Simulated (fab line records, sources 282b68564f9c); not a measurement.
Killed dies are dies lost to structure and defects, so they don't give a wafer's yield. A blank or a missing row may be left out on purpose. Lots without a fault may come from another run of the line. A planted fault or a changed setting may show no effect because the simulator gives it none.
Which tool did it? | flow rit_cmos | 6 lots, 18 wafers sampled, at 2 steps of a route of 202

WHAT THE GAUGES READ, wafer by wafer
RIT_GATE_CD_MEAS_16: target cd 150 nm.
lot  | measured    | on        | cd_nm (nm)
L682 | day 2 23:35 | cd_sem-01 | 150.2 151.7 150.3
L684 | day 3 08:22 | cd_sem-02 | 149.0 147.2 148.7
L689 | day 4 10:22 | cd_sem-02 | 151.1 152.6 149.5
L693 | day 5 06:14 | cd_sem-01 | 149.8 149.7 151.8
L697 | day 6 00:54 | cd_sem-01 | 153.3 45.4 16.9
L701 | day 6 21:59 | cd_sem-02 | 150.9 150.8 150.2

WHICH TOOL RAN EACH LOT (tool, then ch and the chambers of the sampled wafers, then the start)
lot  | RIT_GATE_EXPOSE_13
L682 | iline_stepper-01 ch 0, day 2 23:10
L684 | iline_stepper-02 ch 0, day 3 07:58
L689 | iline_stepper-02 ch 0, day 4 09:58
L693 | iline_stepper-01 ch 0, day 5 05:48
L697 | iline_stepper-01 ch 0, day 6 00:30
L701 | iline_stepper-02 ch 0, day 6 21:35
- RIT_GATE_EXPOSE_13: exposes mask M6, target cd 150 nm.

THE ANSWER, worked out from the rows above alone
Rule: what is usual is taken from the lots themselves. Put in order of their means at a reading, lots are off if they are a third of the lots or fewer, leave a main group of 4 or more, and stand apart from it by a gap of 3 or more times the standard deviation of the main group's means; of several such gaps the widest counts. A main group whose means are all the same, to the digits that the tables above print for the reading, isn't used. A lot without any number at a reading at which 4 lots or more have one is off too. The other lots that the step has rows for count as sound.
Off: L697, at RIT_GATE_CD_MEAS_16 (cd_nm). The main group: mean 150.2 nm, standard deviation 0.99.
A tool fits if, at a process step before that reading, it ran every lot that is off, and no sound lot after the first of them. The gauges at RIT_GATE_CD_MEAS_16 are tried like those tools. Can't be told from this: 2 tools fit, iline_stepper-01 at RIT_GATE_EXPOSE_13, cd_sem-01 at RIT_GATE_CD_MEAS_16.

WHAT THE SIMULATOR HAD PUT IN
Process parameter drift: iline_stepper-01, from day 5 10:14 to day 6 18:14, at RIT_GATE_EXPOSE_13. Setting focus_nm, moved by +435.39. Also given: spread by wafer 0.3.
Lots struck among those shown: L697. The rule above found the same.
